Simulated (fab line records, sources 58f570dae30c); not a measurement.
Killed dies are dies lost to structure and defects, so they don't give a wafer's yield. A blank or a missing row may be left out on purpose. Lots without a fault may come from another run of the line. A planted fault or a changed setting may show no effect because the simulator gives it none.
One fault seen from 2 desks | flow berkeley_cmos170 | each desk has only its own numbers; what lay behind them comes last

THE TOOL OWNER'S DESK: rie_metal-04
The tool's own readings at UCB170_M3_METAL_ETCH_18 (etches Al in Cl2/BCl3, stops on SiO2, target depth 1170 nm, time 195 s): means of the sampled wafers that have a number, for each lot that ran on this tool. A lot is out of limits, marked OUT, if its mean lies more than 4 standard deviations from the usual mean; the brackets give that distance.
Columns: A = drypump_motor_current_A at UCB170_M3_METAL_ETCH_18, usual 5.9 A; B = oes_product_au at UCB170_M3_METAL_ETCH_18, usual 0.847 a.u.; C = rf_fwd_power_W at UCB170_M3_METAL_ETCH_18, usual 598.0 W; D = throttle_valve_pct at UCB170_M3_METAL_ETCH_18, usual 24.3 %
lot  | first seen here | A   | B     | C     | D
L974 | day 10 06:19    | 6.2 | 0.858 | 596.3 | 24.0
L978 | day 11 00:34    | 5.6 | 0.858 | 598.7 | 24.0
L982 | day 11 12:02    | 6.7 | 0.896 | 600.5 | 23.9
This desk's finding: nothing out of limits on any of the 3 lots.

THE METROLOGY DESK
What the gauges read, lot by lot, whatever tool the lot ran on: means of the sampled wafers that have a number. A lot is out of limits, marked OUT, if its mean lies more than 4 standard deviations from the usual mean; the brackets give that distance.
Columns: A = cd_nm at UCB170_M3_CD_MEAS_15, usual 700.2 nm; B = M3_OVL at UCB170_M3_OVL_MEAS_16, usual 0 nm
lot  | first seen here | A     | B
L970 | day 9 06:22     | 700.1 | -4
L974 | day 10 06:08    | 701.2 | 7
L978 | day 11 00:22    | 700.8 | 0
L982 | day 11 11:48    | 698.8 | -3
L987 | day 12 07:13    | 702.0 | 8
L991 | day 13 16:56    | 699.3 | 4
This desk's finding: nothing out of limits on any of the 6 lots.

PUT TOGETHER
The tool owner's desk saw nothing out of limits.
The metrology desk saw nothing out of limits.

WHAT THE SIMULATOR HAD PUT IN
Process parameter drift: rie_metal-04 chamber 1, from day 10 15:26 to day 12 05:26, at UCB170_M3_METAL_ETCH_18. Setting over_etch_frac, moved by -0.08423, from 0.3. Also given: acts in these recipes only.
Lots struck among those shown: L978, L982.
